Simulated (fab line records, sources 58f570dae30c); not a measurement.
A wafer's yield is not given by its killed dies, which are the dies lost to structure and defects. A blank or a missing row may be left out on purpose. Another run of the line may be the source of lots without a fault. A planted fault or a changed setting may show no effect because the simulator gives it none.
fab line records | flow berkeley-cmos170 | part 1 of 2: steps 1 to 27 of 38
[record] lots = 5 | wafers = 15 | last-day = 12
route steps=331 shown M1@250 V1@254 M2@271
lots with no fault: from the same line, run without faults
start-h: hours from the record's first day to the start of the lot's first wafer shown | wait-h: how many hours have passed since the lot's step before this one | " repeats the value in the row above | L1.1+2: a single row standing in for several wafers | - no value present, or no start provided | * or withheld: withheld | < > ~ a bound
route shown NAME@n: a module of which the file shows steps, and the number in the route of the first | usual: mean/standard deviation taken from wafers without a fault | same: alike in all rows | chamber/n: place in a boat | sites: each site's reading | _std_site: the standard deviation of these | _edge_site: inner sites' mean taken away from outer sites' mean | radius-mm: for every site, how far away it sits from the centre of the wafer | mask NAME#n: copy n | behind: tool/chamber where the wafer was last shaped | hold: why the lot went on hold/how many hours it stayed there/how the hold came to an end | device: transistor that didn't switch, given as n, p or np | end of line: the tests these same wafers got at the end of their route | step lacking rows: just its recipe | killed: dies that structure and defects cost at the first sort, which is not the same as the wafer's yield | map: the dies of a wafer, with x for killed, . for not killed, _ for no die there
set.NAME: the setting the step ran with; set.NAME@STEP: the setting that earlier step ran with | model.NAME: the simulator's own value behind a step, which no gauge read
certain route steps with their lots: each step a table, each wafer a row
services: a tool's chamber out of use, with start hour (start-h, from the record's first day; less than 0 if before it), hours out, and reason
[[steps]]
[step UCB170_M1_METAL_ETCH_12]
[recipe] chemistry = Cl2/BCl3 | target = Al | stop-on = PSG | pressure-mtorr = 12 | target-depth-a = 7800 | over-etch-frac = 0.3 | time-s = 130 | icp-w = 600 | bias-w = 120 | Cl2_flow_sccm = 90 | bcl3-flow-sccm = 45
[usual] drypump-motor-current-A = 5.6/0.48 | mfc-cl2-sccm = 90.02/0.27 | oes-product-au = 0.865/0.0099 | rf-fwd-power-W = 596.4/2.1 | throttle-valve-pct = 24.14/0.26
lot.wafer | tool         | chamber | start-h | wait-h | drypump-motor-current-A | mfc-cl2-sccm | oes-product-au | rf-fwd-power-W | rf-hours-counter-h | throttle-valve-pct
L078.1    | rie-metal-01 | 1       | 199.61  | -      | 5.6                     | 90.08        | 0.875          | 596.4          | 9                  | 23.97
L078.2    | "            | 1       | "       | "      | 5.6                     | 90.08        | 0.867          | 594.0          | -                  | 23.97
L078.5    | "            | 1       | "       | "      | 5.6                     | 90.23        | 0.863          | 594.9          | -                  | 23.96
L081.3    | rie-metal-04 | 0       | 209.63  | -      | 5.1                     | 89.75        | 0.868          | 603.0          | -                  | 23.98
L081.4    | "            | 1       | "       | "      | 6.7                     | 89.66        | 0.881          | 600.5          | -                  | 23.91
L081.5    | "            | 0       | "       | "      | 5.1                     | 89.85        | 0.850          | 600.5          | -                  | 24.00
L084.2    | rie-metal-01 | 1       | 225.91  | -      | 5.6                     | 90.37        | 0.878          | 592.5          | 9                  | 23.98
L084.3    | "            | 0       | "       | "      | 5.2                     | 90.55        | 0.883          | 597.2          | -                  | 24.11
L084.6    | "            | 1       | "       | "      | 5.7                     | 90.00        | 0.871          | 594.8          | -                  | 23.96
L085.1    | rie-metal-04 | 0       | 235.86  | -      | 5.1                     | 90.00        | 0.853          | 596.9          | 8                  | 23.99
L085.4    | "            | 0       | "       | "      | 5.1                     | 89.84        | 0.855          | 598.6          | -                  | 23.99
L085.5    | "            | 0       | "       | "      | 5.1                     | 90.13        | 0.848          | 597.5          | -                  | 23.98
L091.1    | rie-metal-04 | 1       | 260.93  | -      | 6.7                     | 89.93        | 0.867          | 596.9          | 5                  | 23.93
L091.3    | "            | 1       | "       | "      | 6.7                     | 89.72        | 0.872          | 596.3          | -                  | 23.95
L091.6    | "            | 1       | "       | "      | 6.7                     | 89.97        | 0.869          | 596.6          | -                  | 23.94
[step UCB170_M1_STRIP_13]
[recipe] chemistry = O2 | power-w = 400 | pressure-mtorr = 3500 | platen-temp-c = withheld | o2-flow-sccm = 411.3 | overash-fraction = 0.5
[usual] drypump-motor-current-A = 5.79/0.15 | oes-product-au = 0.722/0.0045
lot.wafer | tool            | chamber | start-h | wait-h | drypump-motor-current-A | oes-product-au | rf-hours-counter-h
L078.1    | plasma-asher-03 | 0       | 199.88  | 0.2    | 6.07                    | 0.718          | 45
L078.2    | "               | 1       | "       | "      | 5.72                    | 0.721          | 45
L078.5    | "               | 0       | "       | "      | 6.06                    | 0.718          | -
L081.3    | plasma-asher-01 | 1       | 209.76  | 0.1    | 5.85                    | 0.714          | -
L081.4    | "               | 0       | "       | "      | 5.55                    | 0.722          | -
L081.5    | "               | 1       | "       | "      | 5.82                    | 0.716          | -
L084.2    | plasma-asher-02 | 1       | 226.05  | 0.1    | 5.90                    | 0.720          | 13
L084.3    | "               | 0       | "       | "      | 5.77                    | 0.719          | -
L084.6    | "               | 0       | "       | "      | 5.77                    | 0.723          | -
L085.1    | plasma-asher-01 | 0       | 235.99  | 0.1    | 5.57                    | 0.719          | 55
L085.4    | "               | 0       | "       | "      | 5.56                    | 0.710          | -
L085.5    | "               | 0       | "       | "      | 5.58                    | 0.727          | -
L091.1    | plasma-asher-03 | 1       | 261.19  | 0.2    | 5.71                    | 0.723          | 52
L091.3    | "               | 1       | "       | "      | 5.68                    | 0.724          | -
L091.6    | "               | 0       | "       | "      | 6.11                    | 0.720          | -
[step UCB170_M1_CD_MEAS_90]
[recipe] target-cd-nm = 700
[usual] cd-nm = 699/3
lot.wafer | tool      | chamber | start-h | wait-h | cd-nm
L078.1    | cd-sem-02 | -       | 200.15  | 0.2    | 700
L078.2    | "         | -       | "       | "      | 699
L078.5    | "         | -       | "       | "      | 698
L081.3    | cd-sem-01 | -       | 209.86  | 0.1    | 706
L081.4    | "         | -       | "       | "      | 701
L081.5    | "         | -       | "       | "      | 705
L084.2    | cd-sem-01 | -       | 226.17  | 0.1    | 696
L084.3    | "         | -       | "       | "      | 699
L084.6    | "         | -       | "       | "      | 698
L085.1    | cd-sem-02 | -       | 236.11  | 0.1    | 700
L085.4    | "         | -       | "       | "      | 700
L085.5    | "         | -       | "       | "      | 701
L091.1    | cd-sem-01 | -       | 261.29  | 0.1    | 693
L091.3    | "         | -       | "       | "      | 694
L091.6    | "         | -       | "       | "      | 695
[step UCB170_M1_ANNEAL_14]
[recipe] temp-c = 400 | time-s = 1200 | ambient = forming-gas
[usual] tube-center-temp-C = 400/0.034 | zone-power-centre-pct = 15.14/0.15
lot.wafer | tool       | chamber | start-h | wait-h | tube-center-temp-C | zone-power-centre-pct
L078.1    | furnace-03 | 0       | 200.27  | 0.1    | 400.01             | 15.02
L078.2    | "          | 0       | "       | "      | 399.98             | 15.39
L078.5    | "          | 0       | "       | "      | 399.98             | 15.00
L081.3    | furnace-03 | 0       | 210.56  | 0.7    | 400.02             | 15.13
L081.4    | "          | 0       | "       | "      | 400                | 15.19
L081.5    | "          | 0       | "       | "      | 400                | 14.93
L084.2    | furnace-03 | 0       | 226.66  | 0.5    | 400.02             | 14.90
L084.3    | "          | 0       | "       | "      | 400.04             | 15.22
L084.6    | "          | 0       | "       | "      | 399.97             | 15.12
L085.1    | furnace-03 | 0       | 236.25  | 0.1    | 400                | 15.13
L085.4    | "          | 0       | "       | "      | 399.94             | 15.24
L085.5    | "          | 0       | "       | "      | 399.95             | 15.20
L091.1    | furnace-03 | 0       | 262.61  | 1.3    | 400.04             | 15.25
L091.3    | "          | 0       | "       | "      | 399.95             | 15.11
L091.6    | "          | 0       | "       | "      | 399.99             | 14.95
[step UCB170_V1_CVD_00]
[recipe] material = SiO2 | target-thk-nm = 2000 | temp-c = 390 | precursor = TEOS/O2 | time-s = 250 | rf-w = 550 | pressure-mtorr = 9000
[usual] heater-power-w = 251/58 | rf-fwd-power-W = 548.4/2
lot.wafer | tool     | chamber | start-h | wait-h | heater-power-w | rf-fwd-power-W
L078.1    | pecvd-03 | 2       | 201.60  | 0.0    | 257            | 550.3
L078.2    | "        | 0       | "       | "      | 202            | 550.4
L078.5    | "        | 1       | "       | "      | 243            | 548.8
L081.3    | pecvd-02 | 0       | 211.90  | 0.0    | 253            | 546.2
L081.4    | "        | 0       | "       | "      | 330            | 549.3
L081.5    | "        | 2       | "       | "      | 265            | 548.4
L084.2    | pecvd-01 | 0       | 227.99  | 0.0    | 242            | 549.1
L084.3    | "        | 2       | "       | "      | 253            | 549.5
L084.6    | "        | 2       | "       | "      | 328            | 548.4
L085.1    | pecvd-02 | 2       | 237.58  | 0.0    | 348            | 544.8
L085.4    | "        | 2       | "       | "      | 256            | 547.9
L085.5    | "        | 1       | "       | "      | 333            | 548.7
L091.1    | pecvd-01 | 1       | 263.95  | 0.0    | 314            | 548.6
L091.3    | "        | 0       | "       | "      | 236            | 545.9
L091.6    | "        | 1       | "       | "      | 243            | 544.6
[step UCB170_V1_THK_MEAS_01]
[recipe] reads = SiO2_of_V1_CVD_00
[usual] V1_TEOS_THK = 1995/30
lot.wafer | tool          | chamber | start-h | wait-h | V1_TEOS_THK[nm]
L078.1    | film-metro-01 | -       | 201.76  | 0.1    | 1987
L078.2    | "             | -       | "       | "      | 1988
L078.5    | "             | -       | "       | "      | 1987
L081.3    | film-metro-01 | -       | 212.07  | 0.1    | 2005
L081.4    | "             | -       | "       | "      | 2013
L081.5    | "             | -       | "       | "      | 1992
L084.2    | film-metro-01 | -       | 228.16  | 0.1    | 2011
L084.3    | "             | -       | "       | "      | 2052
L084.6    | "             | -       | "       | "      | 2062
L085.1    | film-metro-01 | -       | 237.74  | 0.1    | 1966
L085.4    | "             | -       | "       | "      | 1997
L085.5    | "             | -       | "       | "      | 2015
L091.1    | film-metro-04 | -       | 264.10  | 0.1    | 2026
L091.3    | "             | -       | "       | "      | 2003
L091.6    | "             | -       | "       | "      | 2037
[step UCB170_V1_CMP_02]
[recipe] material = SiO2 | down-force-psi = 6 | platen-rpm = 60 | pad-velocity-m-s = 0.75398
[usual] motor-current-A = 16.3/1.3
lot.wafer | tool   | chamber | start-h | wait-h | motor-current-A
L078.1    | cmp-02 | 3       | 201.92  | 0.1    | 17.0
L078.2    | "      | 0       | "       | "      | 16.6
L078.5    | "      | 1       | "       | "      | 17.6
L081.3    | cmp-02 | 1       | 212.16  | 0.1    | 18.4
L081.4    | "      | 2       | "       | "      | 18.1
L081.5    | "      | 0       | "       | "      | 16.9
L084.3    | cmp-01 | 3       | 228.51  | 0.3    | 14.1
L084.2    | "      | 2       | "       | "      | 14.7
L084.6    | "      | 0       | "       | "      | 16.4
L085.1    | cmp-02 | 2       | 237.90  | 0.1    | 17.3
L085.4    | "      | 3       | "       | "      | 17.0
L085.5    | "      | 1       | "       | "      | 17.6
L091.1    | cmp-01 | 1       | 264.21  | 0.1    | 16.7
L091.3    | "      | 2       | "       | "      | 14.8
L091.6    | "      | 0       | "       | "      | 17.5
[step UCB170_V1_BOW_MEAS_03]
[recipe] mode = bow
[usual] V1_BOW = 19/7.1
lot.wafer | tool          | chamber | start-h | wait-h | V1_BOW[um]
L078.1    | film-metro-01 | -       | 202.12  | 0.1    | 15
L078.2    | "             | -       | "       | "      | 15
L078.5    | "             | -       | "       | "      | 31
L081.3    | film-metro-01 | -       | 212.45  | 0.2    | 25
L081.4    | "             | -       | "       | "      | 27
L081.5    | "             | -       | "       | "      | 22
L084.2    | film-metro-04 | -       | 228.83  | 0.1    | 21
L084.3    | "             | -       | "       | "      | 3
L084.6    | "             | -       | "       | "      | 29
L085.1    | film-metro-03 | -       | 238.10  | 0.1    | 20
L085.4    | "             | -       | "       | "      | 18
L085.5    | "             | -       | "       | "      | 30
L091.1    | film-metro-01 | -       | 264.46  | 0.2    | 29
L091.3    | "             | -       | "       | "      | 21
L091.6    | "             | -       | "       | "      | 27
[step UCB170_V1_THK_MEAS_04]
[recipe] reads = SiO2_of_V1_CVD_00
[usual] V1_POLISHED_THK = 999.2/1.5
lot.wafer | tool          | chamber | start-h | wait-h | V1_POLISHED_THK[nm]
L078.1    | film-metro-01 | -       | 202.24  | 0.1    | 998.3
L078.2    | "             | -       | "       | "      | 996.9
L078.5    | "             | -       | "       | "      | 1000.4
L081.3    | film-metro-01 | -       | 212.55  | 0.1    | 999.4
L081.4    | "             | -       | "       | "      | 1001.7
L081.5    | "             | -       | "       | "      | 996.3
L084.2    | film-metro-04 | -       | 228.94  | 0.1    | 1000.5
L084.3    | "             | -       | "       | "      | 1000.3
L084.6    | "             | -       | "       | "      | 999.6
L085.1    | film-metro-03 | -       | 238.22  | 0.1    | 1002.1
L085.4    | "             | -       | "       | "      | 999.6
L085.5    | "             | -       | "       | "      | 1001.3
L091.1    | film-metro-01 | -       | 264.58  | 0.1    | 999.8
L091.3    | "             | -       | "       | "      | 1001.6
L091.6    | "             | -       | "       | "      | 998.7
[step UCB170_V1_CLEAN_05]
[recipe] chemistry = DIW
lot.wafer  | tool         | chamber | start-h | wait-h
L078.1+2+5 | wet-bench-03 | 1       | 202.30  | 0.1
L081.3+4+5 | wet-bench-03 | 0       | 212.59  | 0.0
L084.2+3+6 | wet-bench-01 | 2       | 228.99  | 0.0
L085.1+4+5 | wet-bench-04 | 3       | 238.43  | 0.2
L091.1+3+6 | wet-bench-03 | 2       | 264.64  | 0.1
[step UCB170_V1_HMDS_06]
[recipe] prime-time-s = 60 | prime-temp-c = 100
lot.wafer  | tool           | chamber | start-h | wait-h
L078.1+2+5 | litho-track-02 | 0       | 202.65  | 0.2
L081.3+4+5 | litho-track-04 | 0       | 213.11  | 0.3
L084.2+3+6 | litho-track-02 | 0       | 229.34  | 0.2
L085.1+4+5 | litho-track-02 | 0       | 238.71  | 0.1
L091.1+3+6 | litho-track-03 | 0       | 264.82  | 0.0
[step UCB170_V1_COAT_07]
[recipe] resist = KrF | spin-rpm = 1500 | resist-thk-nm = 900
lot.wafer  | tool           | chamber | start-h | wait-h
L078.1+2+5 | litho-track-02 | 0       | 202.80  | 0.1
L081.3+4+5 | litho-track-04 | 0       | 213.26  | 0.1
L084.2+3+6 | litho-track-02 | 0       | 229.49  | 0.1
L085.1+4+5 | litho-track-02 | 0       | 238.86  | 0.1
L091.1+3+6 | litho-track-03 | 0       | 264.97  | 0.1
[step UCB170_V1_SOFTBAKE_08]
[recipe] resist = KrF | temp-c = 130 | time-s = 60
[usual] plate-temp-C = 130.02/0.14
lot.wafer | tool           | chamber | start-h | wait-h | plate-temp-C
L078.1    | litho-track-02 | 0       | 202.95  | 0.1    | 129.99
L078.2    | "              | 0       | "       | "      | 129.79
L078.5    | "              | 0       | "       | "      | 130.15
L081.3    | litho-track-04 | 0       | 213.41  | 0.1    | 130.18
L081.4    | "              | 0       | "       | "      | 130.07
L081.5    | "              | 0       | "       | "      | 129.87
L084.2    | litho-track-02 | 0       | 229.64  | 0.1    | 129.92
L084.3    | "              | 0       | "       | "      | 130.00
L084.6    | "              | 0       | "       | "      | 130.09
L085.1    | litho-track-02 | 0       | 239.01  | 0.1    | 130.24
L085.4    | "              | 0       | "       | "      | 130.26
L085.5    | "              | 0       | "       | "      | 130.25
L091.1    | litho-track-03 | 0       | 265.12  | 0.1    | 129.81
L091.3    | "              | 0       | "       | "      | 130.19
L091.6    | "              | 0       | "       | "      | 130.20
[step UCB170_V1_EXPOSE_09]
[recipe] mask-id = VIA1 | target-cd-nm = 700 | na = 0.5 | sigma-outer = 0.6 | source-shape = conventional | dose-mj = 37
[usual] reticle-temp-C = 23.00/0.1
lot.wafer | tool           | chamber | start-h | wait-h | mask   | reticle-temp-C
L078.1    | krf-scanner-01 | 0       | 203.22  | 0.2    | VIA1#0 | 22.97
L078.2    | "              | 0       | "       | "      | VIA1#0 | 22.88
L078.5    | "              | 0       | "       | "      | VIA1#0 | 22.97
L081.3    | krf-scanner-02 | 0       | 213.78  | 0.3    | VIA1#0 | 23.16
L081.4    | "              | 0       | "       | "      | VIA1#0 | 23.04
L081.5    | "              | 0       | "       | "      | VIA1#0 | 23.04
L084.2    | krf-scanner-01 | 0       | 229.78  | 0.1    | VIA1#0 | 22.88
L084.3    | "              | 0       | "       | "      | VIA1#0 | 22.93
L084.6    | "              | 0       | "       | "      | VIA1#0 | 23.07
L085.1    | krf-scanner-01 | 0       | 239.18  | 0.1    | VIA1#0 | 23.11
L085.4    | "              | 0       | "       | "      | VIA1#0 | 23.01
L085.5    | "              | 0       | "       | "      | VIA1#0 | 23.06
L091.1    | krf-scanner-01 | 0       | 265.27  | 0.1    | VIA1#0 | 22.97
L091.3    | "              | 0       | "       | "      | VIA1#0 | 22.83
L091.6    | "              | 0       | "       | "      | VIA1#0 | 22.96
[step UCB170_V1_PEB_10]
[recipe] peb-temp-c = 130 | peb-time-s = withheld | resist = KrF
[usual] plate-temp-C = 129.98/0.14
lot.wafer | tool           | chamber | start-h | wait-h | plate-temp-C
L078.1    | litho-track-02 | 0       | 203.44  | 0.2    | 130.08
L078.2    | "              | 0       | "       | "      | 130.22
L078.5    | "              | 0       | "       | "      | 130.07
L081.3    | litho-track-03 | 0       | 214.48  | 0.7    | 129.99
L081.4    | "              | 0       | "       | "      | 129.92
L081.5    | "              | 0       | "       | "      | 129.91
L084.2    | litho-track-02 | 0       | 230.06  | 0.3    | 130.09
L084.3    | "              | 0       | "       | "      | 129.84
L084.6    | "              | 0       | "       | "      | 129.83
L085.1    | litho-track-04 | 0       | 239.51  | 0.3    | 130.01
L085.4    | "              | 0       | "       | "      | 130.02
L085.5    | "              | 0       | "       | "      | 130.17
L091.1    | litho-track-03 | 0       | 265.38  | 0.1    | 129.93
L091.3    | "              | 0       | "       | "      | 129.90
L091.6    | "              | 0       | "       | "      | 129.78
[step UCB170_V1_DEVELOP_11]
[recipe] developer = TMAH | develop-time-s = 45 | resist = KrF | dev-temp-c = 21
[same] develop-time-s = 45
lot.wafer  | tool           | chamber | start-h | wait-h
L078.1+2+5 | litho-track-02 | 0       | -       | -
L081.3+4+5 | litho-track-03 | 0       | -       | -
L084.2+3+6 | litho-track-02 | 0       | -       | -
L085.1+4+5 | litho-track-04 | 0       | -       | -
L091.1+3+6 | litho-track-03 | 0       | -       | -
[step UCB170_V1_CD_MEAS_12]
[recipe] target-cd-nm = 700
[usual] cd-nm = 699.4/1.4
lot.wafer | tool      | chamber | start-h | wait-h | cd-nm
L078.1    | cd-sem-01 | -       | 203.72  | -      | 699.3
L078.2    | "         | -       | "       | "      | 699.5
L078.5    | "         | -       | "       | "      | 700.7
L081.3    | cd-sem-01 | -       | 214.74  | -      | 699.2
L081.4    | "         | -       | "       | "      | 699.6
L081.5    | "         | -       | "       | "      | 699.2
L084.2    | cd-sem-01 | -       | 230.33  | -      | 700.0
L084.3    | "         | -       | "       | "      | 700.1
L084.6    | "         | -       | "       | "      | 699.3
L085.1    | cd-sem-02 | -       | 239.83  | -      | 698.7
L085.4    | "         | -       | "       | "      | 701.6
L085.5    | "         | -       | "       | "      | 699.3
L091.1    | cd-sem-02 | -       | 265.66  | -      | 699.1
L091.3    | "         | -       | "       | "      | 700.6
L091.6    | "         | -       | "       | "      | 698.4
[step UCB170_V1_OVL_MEAS_13]
[usual] V1_OVL = 1/6.9
lot.wafer | tool       | chamber | start-h | wait-h | V1_OVL[nm]
L078.1    | overlay-01 | -       | 203.84  | 0.1    | -8
L078.2    | "          | -       | "       | "      | 8
L078.5    | "          | -       | "       | "      | -14
L081.3    | overlay-02 | -       | 214.83  | 0.1    | 6
L081.4    | "          | -       | "       | "      | 0
L081.5    | "          | -       | "       | "      | -4
L084.2    | overlay-02 | -       | 230.47  | 0.1    | 1
L084.3    | "          | -       | "       | "      | -12
L084.6    | "          | -       | "       | "      | -2
L085.1    | overlay-01 | -       | 239.95  | 0.1    | 0
L085.4    | "          | -       | "       | "      | 13
L085.5    | "          | -       | "       | "      | 4
L091.1    | overlay-01 | -       | 265.78  | 0.1    | 4
L091.3    | "          | -       | "       | "      | -3
L091.6    | "          | -       | "       | "      | -6
[step UCB170_V1_ETCH_14]
[recipe] chemistry = CHF3/CF4/Ar | target = SiO2 | stop-on = Al | CHF3_flow_sccm = 45 | cf4-flow-sccm = 15 | Ar_flow_sccm = 150 | pressure-mtorr = 200 | rf-w = 700 | target-depth-a = 12500 | over-etch-frac = 0.25 | time-s = 291
[usual] drypump-motor-current-A = 5.75/0.28 | mfc-ar-sccm = 150.0/0.46 | oes-product-au = 0.873/0.013 | rf-fwd-power-W = 698.2/2 | throttle-valve-pct = 6.92/0.12
lot.wafer | tool        | chamber | start-h | wait-h | drypump-motor-current-A | mfc-ar-sccm | oes-product-au | rf-fwd-power-W | rf-hours-counter-h | throttle-valve-pct
L078.1    | rie-diel-01 | 0       | 203.87  | 0.0    | 5.33                    | 149.7       | 0.861          | 699.0          | 2                  | 6.83
L078.2    | "           | 1       | "       | "      | 6.00                    | 150.0       | 0.869          | 698.8          | 110                | 6.79
L078.5    | "           | 3       | "       | "      | 5.57                    | 150.5       | 0.857          | 699.9          | -                  | 7.02
L081.3    | rie-diel-04 | 2       | 214.86  | 0.0    | 5.78                    | 150.4       | 0.881          | 699.1          | 93                 | 6.94
L081.4    | "           | 1       | "       | "      | 5.57                    | 149.5       | 0.888          | 697.4          | 1                  | 7.12
L081.5    | "           | 0       | "       | "      | 5.75                    | 149.7       | 0.903          | 700.4          | -                  | 6.77
L084.2    | rie-diel-01 | 1       | 230.50  | 0.0    | 6.02                    | 150.1       | 0.864          | 696.6          | 112                | 6.80
L084.3    | "           | 2       | "       | "      | 6.05                    | 150.1       | 0.874          | 703.4          | 81                 | 6.90
L084.6    | "           | 1       | "       | "      | 6.04                    | 150.6       | 0.869          | 696.2          | -                  | 6.78
L085.1    | rie-diel-04 | 1       | 239.99  | 0.0    | 5.57                    | 150.1       | 0.878          | 699.6          | 3                  | 7.10
L085.4    | "           | 2       | "       | "      | 5.76                    | 151.0       | 0.881          | 696.7          | 95                 | 6.95
L085.5    | "           | 2       | "       | "      | 5.78                    | 150.1       | 0.875          | 698.1          | -                  | 6.95
L091.1    | rie-diel-01 | 0       | 265.82  | 0.0    | 5.35                    | 150.0       | 0.865          | 701.0          | 5                  | 6.85
L091.3    | "           | 2       | "       | "      | 6.01                    | 149.6       | 0.871          | 696.5          | 83                 | 6.89
L091.6    | "           | 1       | "       | "      | 6.02                    | 151.0       | 0.872          | 696.3          | -                  | 6.79
[step UCB170_V1_STRIP_15]
[recipe] chemistry = O2 | power-w = 400 | pressure-mtorr = 3500 | platen-temp-c = withheld | o2-flow-sccm = 400 | overash-fraction = 0.5
[usual] drypump-motor-current-A = 5.7/0.34 | oes-product-au = 0.722/0.0045 | strip-time-to-endpoint-s = 15.41/0.16
lot.wafer | tool            | chamber | start-h | wait-h | drypump-motor-current-A | oes-product-au | rf-hours-counter-h | strip-time-to-endpoint-s
L078.1    | plasma-asher-03 | 0       | 204.05  | 0.1    | 6.1                     | 0.722          | 46                 | 15.86
L078.2    | "               | 1       | "       | "      | 5.7                     | 0.722          | 46                 | 15.37
L078.5    | "               | 0       | "       | "      | 6.1                     | 0.724          | -                  | 15.65
L081.3    | plasma-asher-02 | 0       | 215.07  | 0.1    | 5.8                     | 0.725          | -                  | 15.25
L081.4    | "               | 1       | "       | "      | 5.8                     | 0.726          | -                  | 15.09
L081.5    | "               | 1       | "       | "      | 5.8                     | 0.724          | -                  | 15.34
L084.2    | plasma-asher-02 | 1       | 230.68  | 0.1    | 5.9                     | 0.721          | 13                 | 15.25
L084.3    | "               | 1       | "       | "      | 5.9                     | 0.730          | -                  | 15.44
L084.6    | "               | 0       | "       | "      | 5.8                     | 0.724          | -                  | 15.28
L085.1    | plasma-asher-03 | 0       | 240.17  | 0.1    | 6.1                     | 0.719          | 50                 | 15.34
L085.4    | "               | 0       | "       | "      | 6.0                     | 0.713          | -                  | 15.28
L085.5    | "               | 0       | "       | "      | 6.1                     | 0.728          | -                  | 15.31
L091.1    | plasma-asher-03 | 1       | 265.99  | 0.1    | 5.7                     | 0.723          | 52                 | 15.46
L091.3    | "               | 0       | "       | "      | 6.1                     | 0.729          | -                  | 15.40
L091.6    | "               | 1       | "       | "      | 5.7                     | 0.722          | -                  | 15.10
[step UCB170_V1_CD_MEAS_90]
[recipe] target-cd-nm = 700
[usual] cd-nm = 699.4/1.7
lot.wafer | tool      | chamber | start-h | wait-h | cd-nm
L078.1    | cd-sem-01 | -       | 204.15  | 0.1    | 699.4
L078.2    | "         | -       | "       | "      | 699.0
L078.5    | "         | -       | "       | "      | 699.8
L081.3    | cd-sem-02 | -       | 215.18  | 0.1    | 699.0
L081.4    | "         | -       | "       | "      | 700.4
L081.5    | "         | -       | "       | "      | 700.2
L084.2    | cd-sem-01 | -       | 230.80  | 0.1    | 699.4
L084.3    | "         | -       | "       | "      | 701.0
L084.6    | "         | -       | "       | "      | 698.7
L085.1    | cd-sem-01 | -       | 240.27  | 0.1    | 700.3
L085.4    | "         | -       | "       | "      | 701.4
L085.5    | "         | -       | "       | "      | 699.7
L091.1    | cd-sem-01 | -       | 266.09  | 0.1    | 699.1
L091.3    | "         | -       | "       | "      | 700.6
L091.6    | "         | -       | "       | "      | 697.6
[step UCB170_M2_PRE_CLEAN_00]
[recipe] gas = Ar | preclean-etch-time-s = 60
lot.wafer  | tool           | chamber | start-h | wait-h
L078.1+2+5 | pvd-sputter-01 | -       | 204.27  | 0.1
L081.3+4+5 | pvd-sputter-03 | -       | 215.26  | 0.1
L084.2+3+6 | pvd-sputter-04 | -       | 230.90  | 0.1
L085.1+4+5 | pvd-sputter-01 | -       | 240.39  | 0.1
L091.1+3+6 | pvd-sputter-01 | -       | 266.21  | 0.1
[step UCB170_M2_SPUTTER_01]
[recipe] material = Al | target-thk-nm = 900 | time-s = 120 | power-w = 6000 | chamber-pressure-pa = 0.5
[usual] throttle-valve-pct = 30.2/1.1
lot.wafer | tool           | chamber | start-h | wait-h | throttle-valve-pct
L078.1    | pvd-sputter-01 | -       | 204.34  | 0.0    | 29.4
L078.2    | "              | -       | "       | "      | 30.3
L078.5    | "              | -       | "       | "      | 32.6
L081.3    | pvd-sputter-03 | -       | 215.32  | 0.0    | 31.7
L081.4    | "              | -       | "       | "      | 31.0
L081.5    | "              | -       | "       | "      | 29.0
L084.2    | pvd-sputter-04 | -       | 230.97  | 0.0    | 30.3
L084.3    | "              | -       | "       | "      | 31.1
L084.6    | "              | -       | "       | "      | 29.7
L085.1    | pvd-sputter-01 | -       | 240.45  | 0.0    | 29.7
L085.4    | "              | -       | "       | "      | 30.0
L085.5    | "              | -       | "       | "      | 30.4
L091.1    | pvd-sputter-01 | -       | 266.28  | 0.0    | 29.7
L091.3    | "              | -       | "       | "      | 32.3
L091.6    | "              | -       | "       | "      | 30.0
[step UCB170_M2_RS_MEAS_02]
[recipe] thk-meas-gauge = four-point-probe | reads = Al_of_M2_SPUTTER_01
[usual] M2_AL_RS = 0.0322/0.00036
lot.wafer | tool          | chamber | start-h | wait-h | M2_AL_RS[ohm/sq]
L078.1    | film-metro-01 | -       | 204.42  | 0.0    | 0.0320
L078.2    | "             | -       | "       | "      | 0.0322
L078.5    | "             | -       | "       | "      | 0.0318
L081.3    | film-metro-01 | -       | 215.45  | 0.1    | 0.0320
L081.4    | "             | -       | "       | "      | 0.0322
L081.5    | "             | -       | "       | "      | 0.0329
L084.2    | film-metro-02 | -       | 231.07  | 0.1    | 0.0322
L084.3    | "             | -       | "       | "      | 0.0324
L084.6    | "             | -       | "       | "      | 0.0328
L085.1    | film-metro-02 | -       | 240.54  | 0.0    | 0.0322
L085.4    | "             | -       | "       | "      | 0.0324
L085.5    | "             | -       | "       | "      | 0.0326
L091.1    | film-metro-01 | -       | 266.36  | 0.0    | 0.0320
L091.3    | "             | -       | "       | "      | 0.0320
L091.6    | "             | -       | "       | "      | 0.0324
[step UCB170_M2_THK_MEAS_03]
[recipe] thk-meas-gauge = xrf | reads = Al_of_M2_SPUTTER_01
[usual] M2_AL_THK = 901/11
lot.wafer | tool          | chamber | start-h | wait-h | M2_AL_THK[nm]
L078.1    | film-metro-01 | -       | 204.54  | 0.1    | 912
L078.2    | "             | -       | "       | "      | 908
L078.5    | "             | -       | "       | "      | 920
L081.3    | film-metro-01 | -       | 215.55  | 0.1    | 916
L081.4    | "             | -       | "       | "      | 905
L081.5    | "             | -       | "       | "      | 894
L084.2    | film-metro-02 | -       | 231.18  | 0.1    | 895
L084.3    | "             | -       | "       | "      | 895
L084.6    | "             | -       | "       | "      | 887
L085.1    | film-metro-02 | -       | 240.66  | 0.1    | 894
L085.4    | "             | -       | "       | "      | 886
L085.5    | "             | -       | "       | "      | 884
L091.1    | film-metro-01 | -       | 266.48  | 0.1    | 909
L091.3    | "             | -       | "       | "      | 905
L091.6    | "             | -       | "       | "      | 904
[step UCB170_M2_HMDS_04]
[recipe] prime-time-s = 60 | prime-temp-c = 100
lot.wafer  | tool           | chamber | start-h | wait-h
L078.1+2+5 | litho-track-02 | 0       | 204.60  | 0.1
L081.3+4+5 | litho-track-02 | 0       | 216.24  | 0.7
L084.2+3+6 | litho-track-01 | 0       | 231.39  | 0.2
L085.1+4+5 | litho-track-01 | 0       | 240.72  | 0.1
L091.1+3+6 | litho-track-04 | 0       | 266.54  | 0.1
[step UCB170_M2_COAT_05]
[recipe] resist = KrF | spin-rpm = 1500 | resist-thk-nm = 900
lot.wafer  | tool           | chamber | start-h | wait-h
L078.1+2+5 | litho-track-02 | 0       | 204.75  | 0.1
L081.3+4+5 | litho-track-02 | 0       | 216.39  | 0.1
L084.2+3+6 | litho-track-01 | 0       | 231.54  | 0.1
L085.1+4+5 | litho-track-01 | 0       | 240.87  | 0.1
L091.1+3+6 | litho-track-04 | 0       | 266.69  | 0.1
